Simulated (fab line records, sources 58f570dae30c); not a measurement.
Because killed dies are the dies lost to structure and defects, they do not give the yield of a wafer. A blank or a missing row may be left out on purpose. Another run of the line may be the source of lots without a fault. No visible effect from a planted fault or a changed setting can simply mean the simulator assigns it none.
The tool behind it: which one? + flow berkeley-cmos170 + 42 wafers from 14 lots sampled at 4 of the route's 331 steps

== WHAT THE GAUGES READ, wafer by wafer ==
UCB170_M2_CD_MEAS_90 targets a cd of 700 nm. Usual: cd-nm 698 nm, standard deviation 3.4.
| lot  | measured     | on        | cd-nm (nm)  | flag |
|------|--------------|-----------|-------------|------|
| L664 | day 8 14:05  | cd-sem-01 | 695 694 695 |      |
| L662 | day 8 16:17  | cd-sem-01 | 702 699 697 |      |
| L665 | day 9 04:59  | cd-sem-02 | 700 700 700 |      |
| L666 | day 9 08:38  | cd-sem-02 | 698 696 698 |      |
| L667 | day 9 07:19  | cd-sem-01 | 701 700 700 |      |
| L668 | day 9 14:26  | cd-sem-02 | 698 702 697 |      |
| L669 | day 10 04:29 | cd-sem-02 | 695 694 692 |      |
| L670 | day 10 06:16 | cd-sem-01 | 700 696 694 |      |
| L673 | day 11 04:53 | cd-sem-02 | 696 699 698 |      |
| L678 | day 12 08:07 | cd-sem-02 | 695 698 697 |      |
| L679 | day 12 15:03 | cd-sem-02 | 696 697 695 |      |
| L680 | day 12 13:06 | cd-sem-01 | 694 699 699 |      |
| L684 | day 13 09:40 | cd-sem-02 | 693 698 695 |      |
| L683 | day 13 09:26 | cd-sem-02 | 692 689 692 |      |

UCB170_M3_CD_MEAS_90 targets a cd of 700 nm. Usual: cd-nm 699.4 nm, standard deviation 2.8.
| lot  | measured     | on        | cd-nm (nm)        | flag |
|------|--------------|-----------|-------------------|------|
| L664 | day 8 21:20  | cd-sem-01 | 697.7 698.4 698.0 |      |
| L662 | day 8 22:46  | cd-sem-01 | 692.0 697.6 697.7 |      |
| L665 | day 9 10:13  | cd-sem-02 | 701.7 700.9 701.7 |      |
| L666 | day 9 13:58  | cd-sem-02 | 701.8 698.7 694.4 |      |
| L667 | day 9 12:13  | cd-sem-02 | 702.3 698.0 698.8 |      |
| L668 | day 9 19:20  | cd-sem-02 | 701.3 706.3 701.9 |      |
| L669 | day 10 10:41 | cd-sem-01 | 698.8 694.9 695.7 |      |
| L670 | day 10 13:07 | cd-sem-02 | 702.7 700.2 703.0 |      |
| L673 | day 11 11:01 | cd-sem-02 | 699.2 700.6 697.8 |      |
| L678 | day 12 15:27 | cd-sem-02 | 702.1 703.6 701.0 |      |
| L679 | day 12 20:49 | cd-sem-02 | 695.5 695.2 693.8 |      |
| L680 | day 12 18:22 | cd-sem-02 | 698.0 700.7 698.7 |      |
| L684 | day 13 18:58 | cd-sem-01 | 702.7 703.6 698.8 |      |
| L683 | day 13 18:43 | cd-sem-02 | 699.5 694.9 697.2 |      |

== WHICH TOOL RAN EACH LOT (tool, then ch and the chambers of the sampled wafers, then the start) ==
| lot  | UCB170_GATE_ETCH_14                | UCB170_M2_STRIP_19                   |
|------|------------------------------------|--------------------------------------|
| L664 | rie-diel-04 ch 2,3, day 7 06:37    | plasma-asher-02 ch 0,1, day 8 13:59  |
| L662 | rie-diel-01 ch 0,2,3, day 7 07:22  | plasma-asher-02 ch 0,1, day 8 16:02  |
| L665 | rie-diel-03 ch 0,1, day 7 21:26    | plasma-asher-04 ch 1, day 9 04:53    |
| L666 | rie-diel-04 ch 2,3, day 7 21:43    | plasma-asher-03 ch 0,1, day 9 08:32  |
| L667 | rie-diel-01 ch 0,1, day 7 22:26    | plasma-asher-04 ch 0,1, day 9 07:13  |
| L668 | rie-diel-03 ch 1,2,3, day 8 06:59  | plasma-asher-03 ch 0, day 9 14:20    |
| L669 | rie-diel-03 ch 2,3, day 8 16:19    | plasma-asher-04 ch 0,1, day 10 04:23 |
| L670 | rie-diel-01 ch 0,1,2, day 8 16:41  | plasma-asher-03 ch 0,1, day 10 06:10 |
| L673 | rie-diel-01 ch 0,3, day 9 20:35    | plasma-asher-02 ch 0, day 11 04:47   |
| L678 | rie-diel-03 ch 1,3, day 10 19:58   | plasma-asher-02 ch 0,1, day 12 08:01 |
| L679 | rie-diel-04 ch 0,1,2, day 11 04:20 | plasma-asher-03 ch 0,1, day 12 14:56 |
| L680 | rie-diel-03 ch 0,1,3, day 11 04:39 | plasma-asher-04 ch 0,1, day 12 12:59 |
| L684 | rie-diel-03 ch 1,2, day 11 21:38   | plasma-asher-04 ch 0,1, day 13 09:34 |
| L683 | rie-diel-03 ch 0,1,2, day 11 22:00 | plasma-asher-02 ch 0,1, day 13 09:19 |
- UCB170_GATE_ETCH_14: etches BARC in N2/H2.
- UCB170_M2_STRIP_19: strips in O2.

== AS READ BY THE TOOLS THEMSELVES (means over the sampled wafers that have a number; for cases with no such wafer, the mark the record gives instead) ==
UCB170_GATE_ETCH_14. Usual: drypump-motor-current-A 5.6 A, standard deviation 0.42; oes-product-au 0.996 a.u., standard deviation 0.02; throttle-valve-pct 13.22 %, standard deviation 0.2.
| lot  | tool        | drypump-motor-current-A (A) | oes-product-au (a.u.) | throttle-valve-pct (%) | flag |
|------|-------------|-----------------------------|-----------------------|------------------------|------|
| L664 | rie-diel-04 | 5.8                         | 0.985                 | 13.36                  |      |
| L662 | rie-diel-01 | 5.4                         | 0.993                 | 13.19                  |      |
| L665 | rie-diel-03 | 5.7                         | 1.013                 | 13.19                  |      |
| L666 | rie-diel-04 | 5.8                         | 0.988                 | 13.36                  |      |
| L667 | rie-diel-01 | 5.2                         | 0.984                 | 13.29                  |      |
| L668 | rie-diel-03 | 5.4                         | 1.001                 | 13.17                  |      |
| L669 | rie-diel-03 | 5.4                         | 0.996                 | 13.41                  |      |
| L670 | rie-diel-01 | 5.4                         | 0.983                 | 13.23                  |      |
| L673 | rie-diel-01 | 5.2                         | 0.991                 | 13.21                  |      |
| L678 | rie-diel-03 | 5.2                         | 0.990                 | 13.19                  |      |
| L679 | rie-diel-04 | 6.1                         | 0.991                 | 13.23                  |      |
| L680 | rie-diel-03 | 5.4                         | 1.002                 | 13.31                  |      |
| L684 | rie-diel-03 | 5.5                         | 1.003                 | 12.93                  |      |
| L683 | rie-diel-03 | 5.7                         | 1.010                 | 13.05                  |      |

UCB170_M2_STRIP_19. Usual: drypump-motor-current-A 6.0 A, standard deviation 0.51; oes-product-au 0.536 a.u., standard deviation 0.013.
| lot  | tool            | drypump-motor-current-A (A) | oes-product-au (a.u.) | flag |
|------|-----------------|-----------------------------|-----------------------|------|
| L664 | plasma-asher-02 | 6.3                         | 0.555                 |      |
| L662 | plasma-asher-02 | 6.5                         | 0.550                 |      |
| L665 | plasma-asher-04 | 5.5                         | 0.557                 |      |
| L666 | plasma-asher-03 | 5.5                         | 0.531                 |      |
| L667 | plasma-asher-04 | 5.7                         | 0.529                 |      |
| L668 | plasma-asher-03 | 5.7                         | 0.559                 |      |
| L669 | plasma-asher-04 | 5.9                         | 0.543                 |      |
| L670 | plasma-asher-03 | 5.3                         | 0.536                 |      |
| L673 | plasma-asher-02 | 6.7                         | 0.546                 |      |
| L678 | plasma-asher-02 | 6.3                         | 0.543                 |      |
| L679 | plasma-asher-03 | 5.3                         | 0.524                 |      |
| L680 | plasma-asher-04 | 5.7                         | 0.513                 |      |
| L684 | plasma-asher-04 | 5.9                         | 0.533                 |      |
| L683 | plasma-asher-02 | 6.3                         | 0.522                 |      |

== THE ANSWER, worked out from the rows above alone ==
Rule: a lot is off if the mean of its wafers that have a number lies more than 3 standard deviations from the usual mean. Also off: a lot with no number at a reading for which 4 or more lots have one. The other lots that the step has rows for count as sound. The gauges are gone through in route order, then the tools' own readings, and for those a lot's mean is taken as printed above. The first step at which some lot is off is used, and at that step the reading that is off furthest; a lot without a number counts as furthest.
None of the lots is off at any reading shown; this tells nothing.

== WHAT THE SIMULATOR HAD PUT IN ==
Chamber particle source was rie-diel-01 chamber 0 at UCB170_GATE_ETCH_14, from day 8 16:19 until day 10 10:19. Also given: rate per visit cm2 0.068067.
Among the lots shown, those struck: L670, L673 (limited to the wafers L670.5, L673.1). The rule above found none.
